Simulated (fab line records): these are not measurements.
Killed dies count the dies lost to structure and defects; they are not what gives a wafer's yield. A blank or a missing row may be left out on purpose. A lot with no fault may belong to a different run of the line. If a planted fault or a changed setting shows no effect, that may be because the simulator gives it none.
Which tool was responsible? :: flow rit_cmos :: 39 wafers from 13 lots sampled at 2 of the route's 202 steps

## WHAT THE GAUGES SHOWED, per wafer
Not one reading of a measure or inspect step in the record can be checked against a usual standard deviation.

## EACH LOT AND THE TOOL THAT RAN IT (in order: tool; ch and the chambers of the sampled wafers; start)
lot: L713
RIT_ACTIVE_CLEAN_17: wet_bench-03 ch 2, day 1 15:20
RIT_M1_PROBE_99: prober-02, day 3 09:14

lot: L714
RIT_ACTIVE_CLEAN_17: wet_bench-04 ch 3, day 1 21:13
RIT_M1_PROBE_99: prober-01, day 3 13:28

lot: L715
RIT_ACTIVE_CLEAN_17: wet_bench-04 ch 0, day 2 01:20
RIT_M1_PROBE_99: prober-02, day 3 20:37

lot: L716
RIT_ACTIVE_CLEAN_17: wet_bench-03 ch 1, day 2 07:07
RIT_M1_PROBE_99: prober-01, day 4 01:40

lot: L717
RIT_ACTIVE_CLEAN_17: wet_bench-02 ch 0, day 2 11:20
RIT_M1_PROBE_99: prober-02, day 4 09:29

lot: L718
RIT_ACTIVE_CLEAN_17: wet_bench-03 ch 0, day 2 16:33
RIT_M1_PROBE_99: prober-01, day 4 10:53

lot: L719
RIT_ACTIVE_CLEAN_17: wet_bench-02 ch 0, day 2 21:30
RIT_M1_PROBE_99: prober-02, day 4 17:22

lot: L726
RIT_ACTIVE_CLEAN_17: wet_bench-03 ch 3, day 4 08:35
RIT_M1_PROBE_99: prober-01, day 6 06:07

lot: L727
RIT_ACTIVE_CLEAN_17: wet_bench-02 ch 2, day 4 13:20
RIT_M1_PROBE_99: prober-02, day 6 09:55

lot: L732
RIT_ACTIVE_CLEAN_17: wet_bench-03 ch 3, day 5 16:11
RIT_M1_PROBE_99: prober-02, day 7 12:02

lot: L733
RIT_ACTIVE_CLEAN_17: wet_bench-04 ch 3, day 5 19:21
RIT_M1_PROBE_99: prober-01, day 7 14:59

lot: L734
RIT_ACTIVE_CLEAN_17: wet_bench-03 ch 0, day 6 00:21
RIT_M1_PROBE_99: prober-02, day 8 00:17

lot: L736
RIT_ACTIVE_CLEAN_17: wet_bench-03 ch 1, day 6 13:37
RIT_M1_PROBE_99: prober-02, day 8 07:47
- RIT_ACTIVE_CLEAN_17: cleans in SC2, time 600 s.
- RIT_M1_PROBE_99

## WHAT THE TOOLS THEMSELVES READ (means of the sampled wafers that have a number; where no wafer has one, the mark that the record gives instead)
RIT_M1_PROBE_99.
lot: L713
tool: prober-02
killed_at_contacts: 0.0
killed_at_front_end: 3
killed_dies: 3
killed_on_rim: 0.3
killed_open: 2.0
killed_short: 1.3

lot: L714
tool: prober-01
killed_at_contacts: 0.0
killed_at_front_end: 9
killed_dies: 9
killed_on_rim: 2.3
killed_open: 4.7
killed_short: 4.0

lot: L715
tool: prober-02
killed_at_contacts: 0.3
killed_at_front_end: 9
killed_dies: 9
killed_on_rim: 1.0
killed_open: 4.3
killed_short: 4.7

lot: L716
tool: prober-01
killed_at_contacts: 0.0
killed_at_front_end: 6
killed_dies: 6
killed_on_rim: 1.7
killed_open: 3.0
killed_short: 2.7

lot: L717
tool: prober-02
killed_at_contacts: 0.0
killed_at_front_end: 9
killed_dies: 9
killed_on_rim: 2.7
killed_open: 5.0
killed_short: 4.0

lot: L718
tool: prober-01
killed_at_contacts: 0.0
killed_at_front_end: 5
killed_dies: 5
killed_on_rim: 0.7
killed_open: 3.3
killed_short: 1.7

lot: L719
tool: prober-02
killed_at_contacts: 0.0
killed_at_front_end: 8
killed_dies: 8
killed_on_rim: 2.0
killed_open: 4.7
killed_short: 3.7

lot: L726
tool: prober-01
killed_at_contacts: 0.0
killed_at_front_end: 3
killed_dies: 3
killed_on_rim: 1.0
killed_open: 1.7
killed_short: 1.7

lot: L727
tool: prober-02
killed_at_contacts: 0.0
killed_at_front_end: 33
killed_dies: 33
killed_on_rim: 1.7
killed_open: 1.7
killed_short: 3.3

lot: L732
tool: prober-02
killed_at_contacts: 0.0
killed_at_front_end: 6
killed_dies: 6
killed_on_rim: 1.3
killed_open: 3.0
killed_short: 3.0

lot: L733
tool: prober-01
killed_at_contacts: 0.0
killed_at_front_end: 5
killed_dies: 5
killed_on_rim: 0.7
killed_open: 4.0
killed_short: 0.7

lot: L734
tool: prober-02
killed_at_contacts: 0.3
killed_at_front_end: 6
killed_dies: 6
killed_on_rim: 1.3
killed_open: 3.0
killed_short: 3.0

lot: L736
tool: prober-02
killed_at_contacts: 0.0
killed_at_front_end: 6
killed_dies: 6
killed_on_rim: 1.7
killed_open: 1.3
killed_short: 4.0

## THE ANSWER, worked out from the rows above alone
Rule: what is usual is taken from the lots themselves. The widest of any qualifying gaps counts: lots, ordered by their means at a reading, are off when they make up no more than a third of the lots, leave a main group of 4 or more, and stand apart from it by 3 or more times the standard deviation of that group's means. If all means in a main group match to the digits the tables above print for the reading, that group is not used. A lot without any number at a reading at which 4 lots or more have one is off too. All remaining lots with rows at the step are treated as sound. The gauges are gone through in route order, then the tools' own readings, and for those a lot's mean is taken as printed above. The first step at which some lot is off is used, and at that step the reading that is off furthest; a lot without a number counts as furthest.
Off: L727 (RIT_M1_PROBE_99, killed_at_front_end). The main group has a mean of 6 with a standard deviation of 2.
A tool fits if, at that step or a process step before it, it ran every lot that is off, and no sound lot after the first of them. One candidate fits, namely wet_bench-02 at RIT_ACTIVE_CLEAN_17. Its last sound lot is L719 (day 2 21:30), its first lot that is off L727 (day 4 13:20): a fault that began between those two fits.

## WHAT WAS PUT IN BY THE SIMULATOR
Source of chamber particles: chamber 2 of wet_bench-02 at RIT_ACTIVE_CLEAN_17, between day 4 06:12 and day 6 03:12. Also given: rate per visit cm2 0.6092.
Struck lots among those shown: L727. Same finding as the rule above.
